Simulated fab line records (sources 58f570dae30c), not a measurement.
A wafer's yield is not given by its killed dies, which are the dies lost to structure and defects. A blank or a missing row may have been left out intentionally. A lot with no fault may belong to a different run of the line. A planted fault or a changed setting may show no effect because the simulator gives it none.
Problem report, 8D (eight disciplines) form, completed by code -- flow berkeley cmos170 -- the parts of the form that need people (team, actions taken, sign-off) are left out

1. THE ISSUE
PVT_TW at UCB170_PVT_TW_MEAS_09 reads a mean of 481 on 6 wafers of 2 lots; wafers without a fault read 512 with a standard deviation of 5.7. That is -5.5 standard deviations from the usual mean.
Seen first at day 8 10:28 on film metro-02, wafer L363.1. The record holds 42 wafers of 14 lots with a number at this step. Rule for "out" (also "out of limits"): further than 4 standard deviations from the usual mean. All remaining wafers that have a number are taken as sound.

2. WHAT IT IS; WHAT IT IS NOT
question,is,is not
which readings at this step,PVT_TW,-
which lots,"L363, L365","L350, L352, L353, L355, L357, L359, L364, L366, L367, L369, L370, L371"
which wafers of those lots,all that have a number,-
read on which gauges,"film metro-02, film metro-03",film metro-04
when,from day 8 10:28,"up to then (21 sound wafers); but 15 sound wafers of L366, L367, L369, L370, L371 came after"

3. WHAT RULES OUT EACH SUSPECT
Counting: a tool stays on the suspect list if, at a process step up to the reading, it processed all lots that are out and no sound lot following the first of them.
- ruled out: the gauge at UCB170_PVT_TW_MEAS_09. Those wafers that are out were read across 2 gauges (film metro-02, film metro-03).
- implanter-03 at UCB170_PVT_IMPLANT_07: kept. Every lot that is out went through it, starting with L363 (day 8 10:13), and after that it ran no sound lot; the last sound lot it ran before then is L357 (day 7 07:48). Out on those wafers are its own readings of beam energy keV.
After counting, what remains is implanter-03 at UCB170_PVT_IMPLANT_07.

4. THE CAUSE (what the simulator had put in)
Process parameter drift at UCB170_PVT_IMPLANT_07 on implanter-03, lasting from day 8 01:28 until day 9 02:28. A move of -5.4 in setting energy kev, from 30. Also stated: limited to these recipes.
Counting left only this tool.

5. SEQUENCE OF EFFECTS, ordered by route
Each row: a reading whose mean over the struck wafers that have a number lies more than 3 standard deviations from the usual. Scope: only readings with a usual standard deviation given in the record; hours: median across lots of the time from each lot's start at the first step in this table that gives one to its start at this step; sigmas: change in usual standard deviations.
hours,step,reading,usual,on struck wafers,change,sigmas
0,UCB170_PVT_IMPLANT_07,beam energy keV,30.001,24.600,-5.401,-99 or more
0,UCB170_PVT_TW_MEAS_09,PVT_TW,512,481,-31,-5.5
Its process steps:
- UCB170_PVT_IMPLANT_07
At these later measuring or inspecting steps, every struck wafer for which the step has a row has a number for every such reading, and none has moved that far: UCB170_NLDD_CD_MEAS_06.

6. WHAT WOULD HAVE CAUGHT IT SOONER
9 hours passed between the start of the fault at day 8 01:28 and the first reading out of limits at a measuring or inspecting step in this record, taken at day 8 10:28.
Tool's own readings at UCB170_PVT_IMPLANT_07, beam energy keV: out on all struck wafers the step has rows for; an alarm limit on them would have tripped on the first.
Lots out: 2; of these, L365 started UCB170_PVT_IMPLANT_07 on implanter-03 after day 8 10:28. A tool hold placed at that time would have kept it from harm.
